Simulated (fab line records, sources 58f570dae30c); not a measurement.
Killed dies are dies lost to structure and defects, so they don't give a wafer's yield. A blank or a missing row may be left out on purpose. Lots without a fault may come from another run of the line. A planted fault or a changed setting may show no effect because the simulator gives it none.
Chamber matching | flow berkeley_cmos170 | UCB170_V2_CMP_02 on cmp-01: 4 sister chambers
The step polishes SiO2. 8 wafers are shown with their chamber, then 9 later ones without.

WAFERS WITH THEIR CHAMBER
wafer  | chamber | motor_current_A (A)
L782.5 | 2       | 17.5
L783.1 | 3       | 15.8
L783.5 | 2       | 17.7
L787.1 | 3       | 15.5
L787.6 | 0       | 19.8
L788.1 | 1       | 15.8
L788.4 | 0       | 19.9
L788.6 | 1       | 17.2

WAFERS WITHOUT THEIR CHAMBER
wafer  | motor_current_A (A)
L789.1 | 15.9
L789.2 | 16.1
L789.4 | 20.8
L793.1 | 16.8
L793.2 | 15.3
L793.6 | 17.4
L799.3 | 15.3
L799.4 | 20.7
L799.6 | 17.3

WHICH CHAMBER EACH WENT THROUGH
wafer  | from the rows above          | in truth
L789.1 | can't be placed: 3 or 1      | 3
L789.2 | can't be placed: 1 or 3      | 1
L789.4 | 0                            | 0
L793.1 | can't be placed: 1 or 2 or 3 | 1
L793.2 | can't be placed: 3 or 1      | 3
L793.6 | can't be placed: 2 or 1      | 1
L799.3 | can't be placed: 3 or 1      | 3
L799.4 | 0                            | 0
L799.6 | can't be placed: 2 or 1      | 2
Placed correctly: 2 of 9. Can't be placed from these rows: 7 (the true chamber is among the candidates in 7). Placed wrongly: 0.
How it was worked out, from the rows above alone: a wafer's distance from a chamber is the root of the sum, over the readings, of the square of ((its reading less the chamber's mean) divided by the reading's scatter). The wafer belongs to the nearest chamber; if the next one is less than 2 further off, it can't be placed. A chamber's mean is the mean of its shown wafers. The scatter: the root of (the sum of the squares of (reading less its chamber's mean) over the shown wafers, divided by (wafers less chambers)).
